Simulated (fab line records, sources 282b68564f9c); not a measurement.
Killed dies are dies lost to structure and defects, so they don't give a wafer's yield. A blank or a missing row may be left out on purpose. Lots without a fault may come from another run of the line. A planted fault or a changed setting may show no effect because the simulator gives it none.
Which tool did it? | flow rit_cmos | 15 lots, 45 wafers sampled, at 2 steps of a route of 202

WHAT THE GAUGES READ, wafer by wafer
The record holds no reading of a measuring or inspecting step that can be judged against a usual standard deviation.

WHICH TOOL RAN EACH LOT (tool, then ch and the chambers of the sampled wafers, then the start)
lot  | RIT_FOX1_WET_ETCH_02           | RIT_M1_PROBE_99
L801 | wet_bench-04 ch 0, day 1 18:41 | prober-01, day 3 13:32
L802 | wet_bench-04 ch 0, day 1 22:04 | prober-02, day 3 15:55
L803 | wet_bench-04 ch 2, day 2 03:53 | prober-01, day 4 01:28
L808 | wet_bench-03 ch 3, day 3 04:52 | prober-02, day 4 20:34
L810 | wet_bench-03 ch 3, day 3 17:11 | prober-02, day 5 13:23
L813 | wet_bench-02 ch 1, day 4 06:48 | prober-01, day 6 01:49
L814 | wet_bench-02 ch 0, day 4 11:32 | prober-02, day 6 05:43
L815 | wet_bench-03 ch 1, day 4 15:44 | prober-01, day 6 12:13
L816 | wet_bench-03 ch 2, day 4 20:41 | prober-02, day 6 15:25
L817 | wet_bench-02 ch 1, day 5 02:02 | prober-01, day 6 20:44
L818 | wet_bench-04 ch 2, day 5 06:49 | prober-02, day 7 00:05
L821 | wet_bench-02 ch 1, day 5 22:52 | prober-01, day 7 18:22
L822 | wet_bench-04 ch 0, day 6 03:51 | prober-02, day 7 19:52
L823 | wet_bench-04 ch 0, day 6 08:58 | prober-01, day 8 06:17
L824 | wet_bench-04 ch 3, day 6 13:34 | prober-02, day 8 10:37
- RIT_FOX1_WET_ETCH_02: etches SiO2 in BOE, target depth 350 nm, time 390 s.
- RIT_M1_PROBE_99

WHAT THE TOOLS THEMSELVES READ (means of the sampled wafers that have a number; where no wafer has one, the mark that the record gives instead)
RIT_FOX1_WET_ETCH_02. Usual: bath_heat_duty_pct 1.7 %, standard deviation 0.37; run_length_s 419 s, standard deviation 3.8.
lot  | tool         | bath_heat_duty_pct (%) | run_length_s (s) | flag
L801 | wet_bench-04 | 2.1                    | 416              |
L802 | wet_bench-04 | 2.0                    | 417              |
L803 | wet_bench-04 | 1.5                    | 417              |
L808 | wet_bench-03 | 2.0                    | 422              |
L810 | wet_bench-03 | 1.9                    | 414              |
L813 | wet_bench-02 | 2.0                    | 424              |
L814 | wet_bench-02 | 1.4                    | 421              |
L815 | wet_bench-03 | -                      | -                | OFF
L816 | wet_bench-03 | -                      | -                | OFF
L817 | wet_bench-02 | -                      | -                | OFF
L818 | wet_bench-04 | 1.8                    | 425              |
L821 | wet_bench-02 | 1.8                    | 415              |
L822 | wet_bench-04 | 1.9                    | 423              |
L823 | wet_bench-04 | 2.2                    | 424              |
L824 | wet_bench-04 | 1.3                    | 423              |

RIT_M1_PROBE_99. Usual: killed_at_contacts 0.1, standard deviation 0.32; killed_at_front_end 7, standard deviation 3; killed_dies 7, standard deviation 3.1; killed_open 3.3, standard deviation 1.8; killed_short 3.6, standard deviation 2.
lot  | tool      | killed_at_contacts | killed_at_front_end | killed_dies | killed_open | killed_short | flag
L801 | prober-01 | 0.3                | 8                   | 9           | 4.3         | 4.3          |
L802 | prober-02 | 0.0                | 8                   | 8           | 3.7         | 4.3          |
L803 | prober-01 | 0.0                | 9                   | 9           | 5.0         | 4.3          |
L808 | prober-02 | 0.0                | 8                   | 8           | 4.0         | 4.0          |
L810 | prober-02 | 0.3                | 9                   | 10          | 5.3         | 4.3          |
L813 | prober-01 | 0.0                | 9                   | 9           | 5.3         | 3.7          |
L814 | prober-02 | 0.7                | 9                   | 10          | 4.3         | 5.7          |
L815 | prober-01 | 0.0                | 5                   | 5           | 1.3         | 3.3          |
L816 | prober-02 | 0.0                | 7                   | 7           | 4.7         | 2.0          |
L817 | prober-01 | 0.0                | 5                   | 5           | 3.0         | 2.3          |
L818 | prober-02 | 0.0                | 11                  | 11          | 5.7         | 5.3          |
L821 | prober-01 | 0.0                | 4                   | 4           | 2.7         | 1.3          |
L822 | prober-02 | 0.7                | 7                   | 8           | 3.0         | 4.3          |
L823 | prober-01 | 0.0                | 7                   | 7           | 3.7         | 3.3          |
L824 | prober-02 | 0.0                | 10                  | 10          | 4.0         | 5.7          |

THE ANSWER, worked out from the rows above alone
Rule: a lot is off if the mean of its wafers that have a number lies more than 3 standard deviations from the usual mean. A lot without any number at a reading at which 4 lots or more have one is off too. The other lots that the step has rows for count as sound. The gauges are gone through in route order, then the tools' own readings, and for those a lot's mean is taken as printed above. The first step at which some lot is off is used, and at that step the reading that is off furthest; a lot without a number counts as furthest.
Off: L815, L816, L817, at RIT_FOX1_WET_ETCH_02 (bath_heat_duty_pct). Without a number there: L815, L816, L817.
A tool fits if, at that step or a process step before it, it ran every lot that is off, and no sound lot after the first of them. None of those tried fits.

WHAT THE SIMULATOR HAD PUT IN
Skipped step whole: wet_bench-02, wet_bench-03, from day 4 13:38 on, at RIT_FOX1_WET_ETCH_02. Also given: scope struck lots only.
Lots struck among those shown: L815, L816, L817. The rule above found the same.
